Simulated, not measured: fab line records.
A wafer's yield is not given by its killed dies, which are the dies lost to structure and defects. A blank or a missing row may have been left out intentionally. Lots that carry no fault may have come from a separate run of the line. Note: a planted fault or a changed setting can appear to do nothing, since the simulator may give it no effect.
Chamber matching    flow berkeley cmos170    4 sister chambers for UCB170_V1_CMP_02 on cmp-02
The step polishes SiO2. 4 wafers are shown with their chamber, then 8 later ones without.

== WAFERS PAIRED WITH THEIR CHAMBERS ==
wafer   chamber  motor current A (A)
L881.6  3        14.1
L884.1  2        14.2
L887.1  0        16.2
L890.1  1        15.8

== WAFERS WITH NO CHAMBER GIVEN ==
wafer   motor current A (A)
L890.3  14.2
L890.6  15.7
L894.3  14.9
L894.4  16.2
L894.5  16.7
L900.1  16.7
L900.2  14.5
L900.3  15.8

== EACH ONE'S CHAMBER ==
wafer   from the rows above                in truth
L890.3  can't be placed: 2 or 3            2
L890.6  can't be placed: 1 or 0            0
L894.3  can't be placed: 2 or 3 or 1 or 0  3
L894.4  can't be placed: 0 or 1            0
L894.5  can't be placed: 0 or 1            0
L900.1  can't be placed: 0 or 1            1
L900.2  can't be placed: 2 or 3            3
L900.3  can't be placed: 1 or 0            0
Correctly placed: 0 of 8. Unplaceable from these rows: 8, with the true chamber sitting among the candidates in 8. 0 placed wrongly.
How it was worked out, from the rows above alone: a wafer's distance from a chamber is the root of the sum, over the readings, of the square of ((its reading less the chamber's mean) divided by the reading's scatter). The wafer belongs to the nearest chamber; if the next one is less than 2 further off, it can't be placed. A chamber's mean is the mean of its shown wafers. The scatter: with one shown wafer a chamber, the root of the mean of the squares of how far each hidden wafer lies from its nearest shown one.
